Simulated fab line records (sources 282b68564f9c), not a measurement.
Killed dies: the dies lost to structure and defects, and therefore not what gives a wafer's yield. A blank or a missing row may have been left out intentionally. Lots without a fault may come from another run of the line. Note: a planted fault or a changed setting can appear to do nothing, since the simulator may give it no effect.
A lot that was struck, set against a sound lot + flow rit-cmos + 15 steps out of a route of 202
Sound: wafers L540.2, L540.3, L540.5. Wafers L552.3, L552.4, L552.5 were the ones struck. Last of all comes the cause.
Per side, at each step with rows, come the tool, then ch with its chambers, and then its first start. Under that, the readings that differ: sound wafers + struck wafers + difference of the means + sigmas: that difference in standard deviations of wafers without a fault.
alike: words and numbers the same on both sides, and readings whose means are apart by under 2 such deviations; not compared: readings that were withheld, readings missing a value for some wafer, numbers with overlapping values and no deviation given by the record, and bounds like >300 which may hide the same value.
A row with sigmas, a row that says differs or no value, or rows on one side alone: a step with any of these is where the two part. Numbers that don't overlap but have no deviation are shown without sigmas and don't part them. A reading that every wafer of one side lacks parts them only if that side has two wafers or more.

RIT_PWELL_TW_MEAS_10:
  sound on film-metro-03, day 2 23:26; struck on film-metro-02, day 5 09:14
  alike: PWELL_TW
then, 1 step without rows for these wafers: RIT_WELLDRIVE_ANNEAL_00 (time 14700 s).
RIT_WELLDRIVE_RS_MEAS_01: measures by four-point-probe.
  sound on film-metro-01, day 3 05:10; struck on film-metro-01, day 5 17:12
  alike: NWELL_RS
RIT_WELLDRIVE_RS_MEAS_02: measures by four-point-probe.
  sound on film-metro-01, day 3 05:17; struck on film-metro-01, day 5 17:19
  alike: PWELL_RS
then, 6 steps without rows for these wafers: RIT_NRETRO_HMDS_00 (prime time 60 s); RIT_NRETRO_COAT_01 (resist thk 1300 nm); RIT_NRETRO_SOFTBAKE_02 (time 60 s); RIT_NRETRO_EXPOSE_03 (exposes mask M4, target cd 43900 nm); RIT_NRETRO_PEB_04; RIT_NRETRO_DEVELOP_05 (develop time 68 s).
RIT_NRETRO_OVL_MEAS_06:
  sound on overlay-02, day 3 06:29; struck on overlay-01, day 5 18:17
  alike: NRETRO_OVL
then, 1 step without rows for these wafers: RIT_NRETRO_HARDBAKE_07 (time 120 s).
RIT_NRETRO_IMPLANT_08:
  sound on implanter-03 ch 0, day 3 06:47; struck on implanter-03 ch 0, day 5 18:37
| reading                   | sound                | struck               | difference | sigmas      |
|---------------------------|----------------------|----------------------|------------|-------------|
| beam-energy-keV           | 69.979 70.044 69.992 | 75.087 75.105 75.148 | +5.108     | +99 or more |
| model.implant.rp-nm (nm)  | 84.29 84.29 84.29    | 92.19 92.19 92.19    | +7.90      |             |
| model.implant.drp-nm (nm) | 33.94 33.94 33.94    | 36 36 36             | +2         |             |
RIT_NRETRO_STRIP_09: strips in O2, time 180 s.
  sound on plasma-asher-03 ch 0,1, day 3 06:55; struck on plasma-asher-02 ch 0,1, day 5 18:46
  alike: drypump-motor-current-A
  not compared: rf-hours-counter-h
RIT_M1_PROBE_99:
  rows exist in the record for the struck wafers here (prober-01, day 7 05:16), but not for the sound ones

## WHERE THEY PART
At RIT_NRETRO_IMPLANT_08 first; at RIT_M1_PROBE_99 last (within this record only).

WHY: what had been put in by the simulator
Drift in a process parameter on implanter-03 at RIT_NRETRO_IMPLANT_08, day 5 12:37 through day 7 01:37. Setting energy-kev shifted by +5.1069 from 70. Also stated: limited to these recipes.
